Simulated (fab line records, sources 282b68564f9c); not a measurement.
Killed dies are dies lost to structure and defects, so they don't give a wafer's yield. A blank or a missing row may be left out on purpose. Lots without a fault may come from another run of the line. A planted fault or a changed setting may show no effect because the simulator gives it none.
fab line records | flow rit_cmos
record lots=14 wafers=42 last_day=7
route steps=202 shown PSD@147 SILICIDE@162
lots that met no fault: from a run of the same line without faults
start_h: hours from the record's first day to the start of the lot's first wafer shown | wait_h: hours since the lot's step before | " the same as in the row above | L1.1+2: a row that stands for several wafers | - no value, or no start given | * or withheld: withheld | < > ~ a bound
route shown NAME@n: a module of which the file shows steps, and the number in the route of the first | usual: mean/standard deviation of fault-free wafers | same: alike in all rows | chamber/n: place in a boat | sites: the reading at each site | _std_site: their standard deviation | _edge_site: outer sites' mean less inner sites' | radius_mm: how far each site lies from the wafer's centre | mask NAME#n: copy n | behind: the tool/chamber that last shaped the wafer | hold: why the lot was held/for how many hours/how that ended | device: the transistor (n, p or np) that didn't switch | end of line: the same wafers' tests at the end of the route | a step without rows: its recipe alone | killed: dies lost to structure and defects at the first sort, not the wafer's yield | map: a wafer's dies, x killed, . not, _ none there
set.NAME: the setting as run; set.NAME@STEP: as run at that earlier step | model.NAME: the simulator's own value behind a step, which no gauge read
steps of the route over a sample of lots; a table a step, a row a wafer
services: from which hour (start_h, from the record's first day; less than 0 if before it) a tool's chamber was out of use, for how many hours, and why
## steps
# step RIT_PSD_DEVELOP_05
# recipe resist=NOVOLAK develop_time_s=50 dev_temp_c=23
# usual chill_plate_temp_C=23.00/0.1 developer_temp_C=23.01/0.12
# columns lot.wafer tool chamber start_h wait_h chill_plate_temp_C developer_temp_C
L837.2 litho_track-04 0 51 - 23.01 23.04
L837.3 " 0 " " 22.83 22.92
L837.6 " 0 " " 22.84 22.98
L838.2 litho_track-02 0 59 - 23.05 22.85
L838.3 " 0 " " 23.07 22.89
L838.4 " 0 " " 23.03 22.88
L840.2 litho_track-02 0 68 - 22.91 23.18
L840.3 " 0 " " 22.94 22.97
L840.5 " 0 " " 23.00 23.14
L839.1 litho_track-02 0 68 - 23.00 23.12
L839.2 " 0 " " 22.94 23.04
L839.3 " 0 " " 22.98 22.96
L841.2 litho_track-04 0 70 - 23.00 22.87
L841.3 " 0 " " 22.92 22.87
L841.6 " 0 " " 22.82 22.83
L842.3 litho_track-04 0 74 - 23.01 22.97
L842.4 " 0 " " 23.12 22.89
L842.6 " 0 " " 23.02 23.17
L843.3 litho_track-04 0 86 - 22.92 23.11
L843.4 " 0 " " 22.88 23.06
L843.6 " 0 " " 22.94 22.97
L846.4 litho_track-01 0 98 - 22.91 22.97
L846.5 " 0 " " 22.84 23.07
L846.6 " 0 " " 22.94 22.98
L847.3 litho_track-01 0 100 - 23.06 23.14
L847.4 " 0 " " 23.15 23.11
L847.6 " 0 " " 23.12 23.10
L848.1 litho_track-01 0 107 - 23.01 22.95
L848.2 " 0 " " 22.95 22.96
L848.5 " 0 " " 23.04 22.97
L849.1 litho_track-04 0 110 - 23.11 22.91
L849.2 " 0 " " 23.21 23.02
L849.6 " 0 " " 22.96 22.75
L850.3 litho_track-04 0 116 - 23.10 22.80
L850.4 " 0 " " 23.03 22.85
L850.6 " 0 " " 23.06 23.04
L851.3 litho_track-01 0 118 - 23.05 23.03
L851.5 " 0 " " 23.07 23.15
L851.6 " 0 " " 23.02 23.11
L858.4 litho_track-04 0 154 - 22.76 22.87
L858.5 " 0 " " 23.07 22.86
L858.6 " 0 " " 23.10 22.89
# step RIT_PSD_TW_MEAS_10
# usual PSD_TW=3403/28
# columns lot.wafer tool chamber start_h wait_h PSD_TW
L837.2 film_metro-02 - 52.46 0.1 3350
L837.3 " - " " 3350
L837.6 " - " " 3361
L838.2 film_metro-02 - 60.37 0.1 3373
L838.3 " - " " 3370
L838.4 " - " " 3375
L840.2 film_metro-04 - 69.26 0.1 3417
L840.3 " - " " 3402
L840.5 " - " " 3418
L839.1 film_metro-03 - 69.55 0.1 3423
L839.2 " - " " 3430
L839.3 " - " " 3431
L841.2 film_metro-04 - 70.96 0.1 3436
L841.3 " - " " 3438
L841.6 " - " " 3443
L842.3 film_metro-04 - 75.29 0.1 3426
L842.4 " - " " 3426
L842.6 " - " " 3451
L843.3 film_metro-04 - 87.48 0.1 3416
L843.4 " - " " 3439
L843.6 " - " " 3442
L846.4 film_metro-03 - 99.05 0.1 3404
L846.5 " - " " 3405
L846.6 " - " " 3411
L847.3 film_metro-02 - 101.01 0.1 3334
L847.4 " - " " 3346
L847.6 " - " " 3350
L848.1 film_metro-03 - 108.01 0.1 30
L848.2 " - " " 30
L848.5 " - " " 30
L849.1 film_metro-04 - 111.17 0.1 3416
L849.2 " - " " 3413
L849.6 " - " " 3418
L850.3 film_metro-03 - 116.91 0.1 3422
L850.4 " - " " 3409
L850.6 " - " " 3396
L851.3 film_metro-03 - 119.52 0.1 30
L851.5 " - " " 30
L851.6 " - " " 30
L858.4 film_metro-04 - 154.93 0.1 3390
L858.5 " - " " 3379
L858.6 " - " " 3387
# step RIT_SILICIDE_SPUTTER_01
# recipe material=Ti target_thk_nm=30 power_w=350 chamber_pressure_pa=0.667 gas=Ar time_s=244.7 substrate_temp_c=25
# usual throttle_valve_pct=30.0/1.1
# columns lot.wafer tool chamber start_h wait_h throttle_valve_pct
L837.2 pvd_sputter-04 - 53.43 0.0 30.5
L837.3 " - " " 29.4
L837.6 " - " " 30.4
L838.2 pvd_sputter-02 - 61.37 0.0 29.2
L838.3 " - " " 29.8
L838.4 " - " " 29.6
L840.2 pvd_sputter-01 - 70.23 0.0 31.5
L840.3 " - " " 28.8
L840.5 " - " " 28.1
L839.1 pvd_sputter-04 - 70.59 0.0 30.7
L839.2 " - " " 29.1
L839.3 " - " " 30.7
L841.2 pvd_sputter-02 - 71.93 0.0 29.2
L841.3 " - " " 29.7
L841.6 " - " " 29.3
L842.3 pvd_sputter-02 - 76.35 0.0 30.3
L842.4 " - " " 29.6
L842.6 " - " " 29.1
L843.3 pvd_sputter-01 - 88.44 0.0 30.0
L843.4 " - " " 28.4
L843.6 " - " " 29.6
L846.4 pvd_sputter-02 - 100.00 0.0 29.2
L846.5 " - " " 30.9
L846.6 " - " " 29.8
L847.3 pvd_sputter-01 - 101.97 0.0 28.0
L847.4 " - " " 31.2
L847.6 " - " " 28.3
L848.1 pvd_sputter-02 - 108.99 0.0 29.3
L848.2 " - " " 30.4
L848.5 " - " " 29.6
L849.1 pvd_sputter-04 - 112.22 0.0 30.6
L849.2 " - " " 30.6
L849.6 " - " " 29.2
L850.3 pvd_sputter-02 - 117.94 0.0 29.6
L850.4 " - " " 29.5
L850.6 " - " " 29.3
L851.3 pvd_sputter-01 - 120.55 0.0 28.6
L851.5 " - " " 31.6
L851.6 " - " " 28.4
L858.4 pvd_sputter-04 - 155.88 0.0 30.6
L858.5 " - " " 29.3
L858.6 " - " " 32.1
# step RIT_SILICIDE_THK_MEAS_03
# recipe thk_meas_gauge=xrf reads=Ti_of_SILICIDE_SPUTTER_01
# usual SILICIDE_TI_THK=31.0/0.35
# columns lot.wafer tool chamber start_h wait_h SILICIDE_TI_THK[nm]
L837.2 film_metro-01 - 53.71 0.1 31.3
L837.3 " - " " 31.5
L837.6 " - " " 31.0
L838.2 film_metro-04 - 61.65 0.1 30.8
L838.3 " - " " 30.6
L838.4 " - " " 30.7
L840.2 film_metro-01 - 70.51 0.1 30.9
L840.3 " - " " 30.7
L840.5 " - " " 30.8
L839.1 film_metro-03 - 70.86 0.1 30.6
L839.2 " - " " 30.6
L839.3 " - " " 30.6
L841.2 film_metro-01 - 72.21 0.1 31.7
L841.3 " - " " 31.8
L841.6 " - " " 31.4
L842.3 film_metro-04 - 76.64 0.1 30.5
L842.4 " - " " 30.9
L842.6 " - " " 30.6
L843.3 film_metro-01 - 88.73 0.1 31.0
L843.4 " - " " 31.1
L843.6 " - " " 31.3
L846.4 film_metro-01 - 100.30 0.1 31.2
L846.5 " - " " 30.9
L846.6 " - " " 31.6
L847.3 film_metro-01 - 102.26 0.1 31.4
L847.4 " - " " 31.3
L847.6 " - " " 31.7
L848.1 film_metro-03 - 109.26 0.1 31.3
L848.2 " - " " 31.0
L848.5 " - " " 31.6
L849.1 film_metro-03 - 112.49 0.1 31.0
L849.2 " - " " 30.8
L849.6 " - " " 30.8
L850.3 film_metro-01 - 118.23 0.1 31.5
L850.4 " - " " 31.3
L850.6 " - " " 31.4
L851.3 film_metro-01 - 120.84 0.1 30.8
L851.5 " - " " 30.6
L851.6 " - " " 30.7
L858.4 film_metro-01 - 156.18 0.1 30.7
L858.5 " - " " 31.0
L858.6 " - " " 30.8
# step RIT_SILICIDE_RTA_06
# recipe temp_c=750 time_s=10 idle_temp_c=25 ramp_up_s=5 ramp_down_s=10 cool_to_c=25 ambient=N2
# usual wafer_temp_C_max=753.0/0.82
# columns lot.wafer tool chamber start_h wait_h wafer_temp_C_max
L837.2 rtp_anneal-02 0 53.89 0.0 753.8
L837.3 " 0 " " 752.7
L837.6 " 0 " " 753.6
L838.2 rtp_anneal-01 0 61.82 0.0 753.7
L838.3 " 0 " " 752.1
L838.4 " 0 " " 753.5
L840.2 rtp_anneal-01 0 70.68 0.0 752.9
L840.3 " 0 " " 752.7
L840.5 " 0 " " 752.8
L839.1 rtp_anneal-01 0 71.03 0.0 753.2
L839.2 " 0 " " 752.4
L839.3 " 0 " " 751.8
L841.2 rtp_anneal-02 0 72.38 0.0 752.7
L841.3 " 0 " " 753.6
L841.6 " 0 " " 753.3
L842.3 rtp_anneal-01 0 76.81 0.0 752.4
L842.4 " 0 " " 752.3
L842.6 " 0 " " 751.5
L843.3 rtp_anneal-02 0 88.90 0.0 754.8
L843.4 " 0 " " 752.7
L843.6 " 0 " " 754.8
L846.4 rtp_anneal-02 0 100.48 0.0 753.6
L846.5 " 0 " " 755.1
L846.6 " 0 " " 752.7
L847.3 rtp_anneal-02 0 102.44 0.0 753.0
L847.4 " 0 " " 754.7
L847.6 " 0 " " 754.1
L848.1 rtp_anneal-02 0 109.50 0.0 753.7
L848.2 " 0 " " 754.0
L848.5 " 0 " " 753.6
L849.1 rtp_anneal-02 0 112.73 0.0 752.2
L849.2 " 0 " " 752.7
L849.6 " 0 " " 752.9
L850.3 rtp_anneal-02 0 118.49 0.0 753.8
L850.4 " 0 " " 753.9
L850.6 " 0 " " 753.9
L851.3 rtp_anneal-02 0 121.01 0.0 753.0
L851.5 " 0 " " 753.1
L851.6 " 0 " " 753.8
L858.4 rtp_anneal-01 0 156.35 0.0 752.4
L858.5 " 0 " " 752.6
L858.6 " 0 " " 752.7
## services
# columns tool chamber start_h hours kind
pvd_sputter-02 - 55.85 1.5 repair
rtp_anneal-01 - 76.97 56.8 pm
pvd_sputter-01 - 104.00 3.0 repair
pvd_sputter-02 - 105.15 1.0 repair
pvd_sputter-04 - 114.42 0.7 repair
pvd_sputter-01 - 114.94 0.8 repair
pvd_sputter-02 - 127.46 31.8 repair
rtp_anneal-02 - 133.77 3.7 pm
pvd_sputter-01 - 136.50 3.9 repair
pvd_sputter-02 - 147.17 3.8 repair
## key
first_sign step=RIT_PSD_TW_MEAS_10 reading=PSD_TW direction=down sigmas=99+ usual=3403 struck=30
effect none on later readings
met_at RIT_PSD_DEVELOP_05
struck_lots L848,L851
sort_left_out L848.1,L848.2,L848.5,L851.3,L851.5,L851.6
tester_left_out L848,L851
not_acting_at RIT_SILICIDE_SPUTTER_01,RIT_SILICIDE_THK_MEAS_03,RIT_SILICIDE_RTA_06
onset_between 100 107
fault kind=process_parameter_drift tool=litho_track-01 chamber=- onset_h=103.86 steps=RIT_PSD_DEVELOP_05 channel=develop_time_s offset=* shape=step end_h=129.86 acts_in=* stated=*
# tester_left_out: of these lots the tester's yield and bins aren't shown, on N5 and GAA mostly nor the transistor test; their killed dies are dies lost to structure and defects alone, not to doping, threshold or leakage, so they don't give the yield
# sort_left_out: the simulated sort isn't trusted on such a fault, so these wafers' sort isn't shown, and their yield isn't known
